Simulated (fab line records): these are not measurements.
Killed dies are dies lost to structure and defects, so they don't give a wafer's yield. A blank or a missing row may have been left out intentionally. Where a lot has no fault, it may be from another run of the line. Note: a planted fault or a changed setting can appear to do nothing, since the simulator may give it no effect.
Commonality check across tools / flow rit-cmos / Sample size 14 lots and 42 wafers

## WHAT PROMPTED THE OPENING
At RIT_PWELL_TW_MEAS_10 the reading PWELL_TW is flagged on 2 of 14 lots. No-fault wafers: 960, standard deviation 4.1.
Rule: a lot is flagged in two cases, either no wafer of it has a number, or all its wafers with numbers fall more than 4 standard deviations from that mean. All remaining lots are regarded as sound.

lot=L831; measured=day 1 23:02; on=film-metro-02; PWELL_TW, wafer by wafer=960 956 957; flag=
lot=L832; measured=day 2 05:35; on=film-metro-04; PWELL_TW, wafer by wafer=962 955 958; flag=
lot=L833; measured=day 2 09:26; on=film-metro-02; PWELL_TW, wafer by wafer=958 960 962; flag=
lot=L834; measured=day 2 16:18; on=film-metro-02; PWELL_TW, wafer by wafer=962 963 958; flag=
lot=L835; measured=day 2 18:39; on=film-metro-04; PWELL_TW, wafer by wafer=954 953 960; flag=
lot=L837; measured=day 3 05:44; on=film-metro-04; PWELL_TW, wafer by wafer=957 956 950; flag=
lot=L838; measured=day 3 09:54; on=film-metro-02; PWELL_TW, wafer by wafer=964 961 964; flag=
lot=L839; measured=day 3 14:42; on=film-metro-04; PWELL_TW, wafer by wafer=957 958 955; flag=
lot=L840; measured=day 3 20:17; on=film-metro-02; PWELL_TW, wafer by wafer=2208 2222 2215; flag=FLAGGED
lot=L841; measured=day 4 00:31; on=film-metro-03; PWELL_TW, wafer by wafer=2227 2218 2222; flag=FLAGGED
lot=L842; measured=day 4 06:29; on=film-metro-04; PWELL_TW, wafer by wafer=957 961 956; flag=
lot=L852; measured=day 6 08:09; on=film-metro-03; PWELL_TW, wafer by wafer=963 960 964; flag=
lot=L853; measured=day 6 12:42; on=film-metro-02; PWELL_TW, wafer by wafer=953 952 951; flag=
lot=L854; measured=day 6 19:00; on=film-metro-02; PWELL_TW, wafer by wafer=959 959 957; flag=
On average the flagged lots read 2219, which is +1259 against the usual, or +99 or more standard deviations.

## LOT BY LOT: THE TOOL USED
The record holds 1 process step before the reading, out of a route of 202 steps. Read each cell as the tool, then ch plus the chambers that the sampled wafers visited, then the start.
lot=L831; flag=; RIT_NWELL_COAT_01=litho-track-01 ch 0, day 1 19:54
lot=L832; flag=; RIT_NWELL_COAT_01=litho-track-02 ch 0, day 2 02:33
lot=L833; flag=; RIT_NWELL_COAT_01=litho-track-04 ch 0, day 2 06:26
lot=L834; flag=; RIT_NWELL_COAT_01=litho-track-01 ch 0, day 2 12:59
lot=L835; flag=; RIT_NWELL_COAT_01=litho-track-04 ch 0, day 2 15:38
lot=L837; flag=; RIT_NWELL_COAT_01=litho-track-01 ch 0, day 3 02:44
lot=L838; flag=; RIT_NWELL_COAT_01=litho-track-04 ch 0, day 3 06:55
lot=L839; flag=; RIT_NWELL_COAT_01=litho-track-04 ch 0, day 3 11:31
lot=L840; flag=FLAGGED; RIT_NWELL_COAT_01=litho-track-04, day 3 17:22
lot=L841; flag=FLAGGED; RIT_NWELL_COAT_01=litho-track-01, day 3 21:39
lot=L842; flag=; RIT_NWELL_COAT_01=litho-track-02 ch 0, day 4 03:17
lot=L852; flag=; RIT_NWELL_COAT_01=litho-track-04 ch 0, day 6 05:11
lot=L853; flag=; RIT_NWELL_COAT_01=litho-track-04 ch 0, day 6 09:31
lot=L854; flag=; RIT_NWELL_COAT_01=litho-track-04 ch 0, day 6 15:53
These steps, and what they do:
- RIT_NWELL_COAT_01: resist thk 1300 nm.
- RIT_PWELL_TW_MEAS_10

## FLAGGED OVER TOTAL, TOOL BY TOOL (the gauges that took the reading come last)
step=RIT_NWELL_COAT_01; tool=litho-track-01; lots run=4; flagged=1; share of the flagged lots=some; sound lots run after its first flagged lot=0
step=RIT_NWELL_COAT_01; tool=litho-track-02; lots run=2; flagged=0; share of the flagged lots=none; sound lots run after its first flagged lot=-
step=RIT_NWELL_COAT_01; tool=litho-track-04; lots run=8; flagged=1; share of the flagged lots=some; sound lots run after its first flagged lot=3 (L852,L853,L854)
step=RIT_PWELL_TW_MEAS_10; tool=film-metro-02; lots run=7; flagged=1; share of the flagged lots=some; sound lots run after its first flagged lot=2 (L853,L854)
step=RIT_PWELL_TW_MEAS_10; tool=film-metro-03; lots run=2; flagged=1; share of the flagged lots=some; sound lots run after its first flagged lot=1 (L852)
step=RIT_PWELL_TW_MEAS_10; tool=film-metro-04; lots run=5; flagged=0; share of the flagged lots=none; sound lots run after its first flagged lot=-

## WHAT THE TABLE PERMITS
No row of the table ran every flagged lot.

## WHAT WAS PUT IN BY THE SIMULATOR
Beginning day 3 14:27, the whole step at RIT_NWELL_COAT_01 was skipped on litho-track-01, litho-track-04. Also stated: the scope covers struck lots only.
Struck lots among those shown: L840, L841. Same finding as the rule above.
